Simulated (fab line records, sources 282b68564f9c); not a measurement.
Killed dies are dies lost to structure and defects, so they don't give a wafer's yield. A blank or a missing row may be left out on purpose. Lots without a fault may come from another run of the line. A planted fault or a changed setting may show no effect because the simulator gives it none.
A struck lot beside a sound one | flow rit_cmos | 30 steps out of a route of 202
Sound: wafers L319.1, L319.4, L319.5. Struck: wafers L330.2, L330.4, L330.6. The cause comes at the end.
At each step with rows: each side's tool, then ch and its chambers, then its first start. Under that, the readings that differ: sound wafers | struck wafers | difference of the means | sigmas: that difference in standard deviations of wafers without a fault.
alike: readings whose means differ by less than 2 such deviations, and words and numbers that are the same on both sides. not compared: withheld readings, readings that some wafer has no value for, bounds like >300 that may hide the same value, and numbers for which the record gives no deviation and whose values overlap.
The two part at a step that has a row with sigmas, a row that says differs or no value, or rows on one side only. Numbers that don't overlap but have no deviation are shown without sigmas and don't part them. A reading that every wafer of one side lacks parts them only if that side has two wafers or more.

RIT_FOX2_THK_MEAS_01:
  sound on film_metro-04, day 3 01:55; struck on film_metro-02, day 5 10:23
  alike: FOX2_OXIDE_THK
then, 2 steps without rows for these wafers: RIT_FOX2_CLEAN_02 (cleans in dHF, time 180 s); RIT_FOX2_WET_ETCH_03 (etches Si3N4 in H3PO4, target depth 195 nm, time 2700 s).
RIT_FOX2_THK_MEAS_90:
  sound on film_metro-01, day 3 02:47; struck on film_metro-02, day 5 11:16
  alike: FIELD_OXIDE_LEFT_1_THK
then, 6 steps without rows for these wafers: RIT_NWELL_HMDS_00 (prime time 61.01 s); RIT_NWELL_COAT_01 (resist thk 1300 nm); RIT_NWELL_SOFTBAKE_02 (time 60 s); RIT_NWELL_EXPOSE_03 (exposes mask M2, target cd 43900 nm); RIT_NWELL_PEB_04; RIT_NWELL_DEVELOP_05 (develop time 68 s).
RIT_NWELL_OVL_MEAS_06:
  sound on overlay-02, day 3 03:43; struck on overlay-01, day 5 12:12
  alike: NWELL_OVL
then, 1 step without rows for these wafers: RIT_NWELL_HARDBAKE_07 (time 120 s).
RIT_NWELL_IMPLANT_08:
  sound on implanter-01 ch 0, day 3 04:01; struck on implanter-04 ch 0, day 5 12:31
  reading            | sound                         | struck                      | difference | sigmas
  dose_ions_cm2      | 4.984e+13 5.002e+13 4.997e+13 | 5.5e+13 5.501e+13 5.508e+13 | +5.1e+12   | +82
  faraday_current_uA | 164.9 159.4 157.9             | 174.6 173.1 177.4           | +14.3      | +5
  alike: end_station_pressure_torr
RIT_NWELL_STRIP_09: strips in O2, time 180 s.
  sound on plasma_asher-01 ch 0,1, day 3 04:10; struck on plasma_asher-04 ch 0,1, day 5 12:38
  alike: drypump_motor_current_A
  not compared: rf_hours_counter_h
RIT_NWELL_TW_MEAS_10:
  sound on film_metro-03, day 3 04:20; struck on film_metro-01, day 5 12:49
  reading  | sound          | struck         | difference | sigmas
  NWELL_TW | 2128 2127 2132 | 2221 2216 2212 | +87        | +9
then, 6 steps without rows for these wafers: RIT_PWELL_HMDS_00 (prime time 60 s); RIT_PWELL_COAT_01 (resist thk 1300 nm); RIT_PWELL_SOFTBAKE_02 (time 60 s); RIT_PWELL_EXPOSE_03 (exposes mask M3, target cd 43700 nm); RIT_PWELL_PEB_04; RIT_PWELL_DEVELOP_05 (develop time 68 s).
RIT_PWELL_OVL_MEAS_06:
  sound on overlay-01, day 3 05:16; struck on overlay-02, day 5 13:53
  alike: PWELL_OVL
then, 2 steps without rows for these wafers: RIT_PWELL_HARDBAKE_07 (time 120 s); RIT_PWELL_IMPLANT_08.
RIT_PWELL_STRIP_09: strips in O2, time 180 s.
  sound on plasma_asher-04 ch 0,1, day 3 05:43; struck on plasma_asher-04 ch 0,1, day 5 14:19
  alike: drypump_motor_current_A
  not compared: rf_hours_counter_h
RIT_PWELL_TW_MEAS_10:
  sound on film_metro-03, day 3 05:53; struck on film_metro-04, day 5 14:29
  alike: PWELL_TW
then, 1 step without rows for these wafers: RIT_WELLDRIVE_ANNEAL_00 (time 14700 s).
RIT_WELLDRIVE_RS_MEAS_01: measures by four-point-probe.
  sound on film_metro-04, day 3 11:02; struck on film_metro-03, day 5 19:43
  reading           | sound             | struck            | difference | sigmas
  NWELL_RS (ohm/sq) | 274.2 273.7 273.3 | 259.7 260.4 260.2 | -13.6      | -17
RIT_WELLDRIVE_RS_MEAS_02: measures by four-point-probe.
  sound on film_metro-04, day 3 11:09; struck on film_metro-03, day 5 19:50
  alike: PWELL_RS
RIT_M1_PROBE_99:
  sound on prober-01, day 4 16:15; struck on prober-02, day 7 04:23
  reading                                 | sound                | struck               | difference | sigmas
  model.etest.nwell_pinched.rs_ohm_sq     | 335.5 332.9 337.4    | 317.6 317.5 318.6    | -17.4      |
  model.etest.well_edge_left.line_ohm_um  | 179.9 180.3 178.3    | 172.7 170.1 172.8    | -7.6       |
  model.etest.well_edge_right.line_ohm_um | 184.4 180.5 180.4    | 169.5 168.9 172.5    | -11.5      |
  model.etest.field_p_metal.vt_v (V)      | -28.26 -28.8 -28.56  | -30.56 -31.52 -30.97 | -2.48      |
  model.etest.field_p.vt_v (V)            | -12.55 -12.55 -12.54 | -13.36 -13.43 -13.34 | -0.83      |
  model.etest.iso_nwell_nwell.bv_v (V)    | 22.23 22.28 22.08    | 21.99 21.67 21.79    | -0.38      |
  alike: killed_at_contacts, killed_at_front_end, killed_dies, killed_open, killed_short
  not compared: model.etest.diode_pplus_nwell.bv_v, model.etest.vpnp.gain

WHERE THEY PART
First at RIT_NWELL_IMPLANT_08; last, within this record, at RIT_WELLDRIVE_RS_MEAS_01. Later steps at which nothing parts them and some readings are alike: RIT_WELLDRIVE_RS_MEAS_02, RIT_M1_PROBE_99.

WHY: what the simulator had put in
Process parameter drift: implanter-04, from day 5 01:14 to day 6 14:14, at RIT_NWELL_IMPLANT_08. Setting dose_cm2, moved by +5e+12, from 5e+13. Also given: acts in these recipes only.
